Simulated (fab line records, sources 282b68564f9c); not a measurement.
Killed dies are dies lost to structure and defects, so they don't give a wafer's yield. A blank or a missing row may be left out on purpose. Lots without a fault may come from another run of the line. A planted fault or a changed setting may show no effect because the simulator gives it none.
Split-lot experiment | flow rit_cmos | 5 lots, 23 wafers read, on a route of 202 steps

THE SPLIT
At RIT_GATE_CVD_08 (deposits poly-Si from SiH4, target thk 250 nm, time 2220 s), the setting pressure_mtorr was moved away from the recipe's 300 mTorr on 15 of the 23 wafers read, by -10.1% to +7.1%. The other wafers ran this setting at the recipe's value.

The file shows no step between the split and the reading.

THE READING
GATE_POLY_THK, in nm, at RIT_GATE_THK_MEAS_09. Fault-free wafers of this fab line usually give 250.9 nm, standard deviation 1.9 nm.

wafer  | tool, chamber at the split | pressure_mtorr as run, mTorr | against the recipe | GATE_POLY_THK, nm | against lot-mates on the recipe
L076.1 | -, -                       | 300                          | recipe             | 251.6             | -
L076.3 | -, -                       | 300                          | recipe             | 251.7             | -
L076.4 | -, -                       | 300                          | recipe             | 252.2             | -
L076.5 | -, -                       | 300                          | recipe             | 249.5             | -
L076.6 | -, -                       | 300                          | recipe             | 252.0             | -
L077.1 | -, -                       | 269.7                        | -10.1%             | 239.8             | no lot-mate on the recipe
L077.3 | -, -                       | 269.7                        | -10.1%             | 240.8             | no lot-mate on the recipe
L077.4 | -, -                       | 269.7                        | -10.1%             | 240.0             | no lot-mate on the recipe
L077.5 | -, -                       | 269.7                        | -10.1%             | 237.6             | no lot-mate on the recipe
L077.6 | -, -                       | 269.7                        | -10.1%             | 240.1             | no lot-mate on the recipe
L082.1 | -, -                       | 321.3                        | +7.1%              | 256.8             | no lot-mate on the recipe
L082.3 | -, -                       | 321.3                        | +7.1%              | 258.0             | no lot-mate on the recipe
L082.4 | -, -                       | 321.3                        | +7.1%              | 254.6             | no lot-mate on the recipe
L082.5 | -, -                       | 321.3                        | +7.1%              | 259.2             | no lot-mate on the recipe
L082.6 | -, -                       | 321.3                        | +7.1%              | 258.3             | no lot-mate on the recipe
L083.1 | -, -                       | 282.8                        | -5.7%              | 246.1             | no lot-mate on the recipe
L083.2 | -, -                       | 282.8                        | -5.7%              | 245.9             | no lot-mate on the recipe
L083.4 | -, -                       | 282.8                        | -5.7%              | 246.6             | no lot-mate on the recipe
L083.5 | -, -                       | 282.8                        | -5.7%              | 245.1             | no lot-mate on the recipe
L083.6 | -, -                       | 282.8                        | -5.7%              | 245.2             | no lot-mate on the recipe
L085.1 | lpcvd-02, 1                | 300                          | recipe             | 251.9             | -
L085.2 | lpcvd-02, 1                | 300                          | recipe             | 252.7             | -
L085.3 | lpcvd-02, 1                | 300                          | recipe             | 251.5             | -

THE FIT
A straight line over all 23 wafers: GATE_POLY_THK changes by +1.02 nm for each +1% of pressure_mtorr; r = +0.98; the points scatter about the line by 1.4 nm.
Too few moved wafers have a lot-mate on the recipe to fit a line with each lot's own level taken away.

THE WHOLE CHAIN: every reading that the file lists as answering this split, in the file's order
step                 | what it does                                                                    | reading                                                                        | change (the file's fit)              | r (the file's)
RIT_GATE_CVD_08      | deposits poly-Si from SiH4, target thk 250 nm, time 2220 s                      | poly-Si_of_GATE_CVD_08.thk_nm (the simulator's own value, which no gauge read) | +1.02 nm for each +1% of the setting | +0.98
RIT_GATE_THK_MEAS_09 |                                                                                 | GATE_POLY_THK                                                                  | +1.02 for each +1% of the setting    | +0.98
RIT_GATE_ETCH_19     | etches poly-Si in SF6/CHF3/O2, stops on SiO2, time 165 s, target depth 312.5 nm | etch.depth_nm (the simulator's own value, which no gauge read)                 | +1.06 nm for each +1% of the setting | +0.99
RIT_GATE_ETCH_19     | etches poly-Si in SF6/CHF3/O2, stops on SiO2, time 165 s, target depth 312.5 nm | GATE.feature_depth_nm (the simulator's own value, which no gauge read)         | +1.02 nm for each +1% of the setting | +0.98

THE FILE'S OWN FIT
GATE_POLY_THK changes by +1.02 nm for each +1% of pressure_mtorr, r = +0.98.
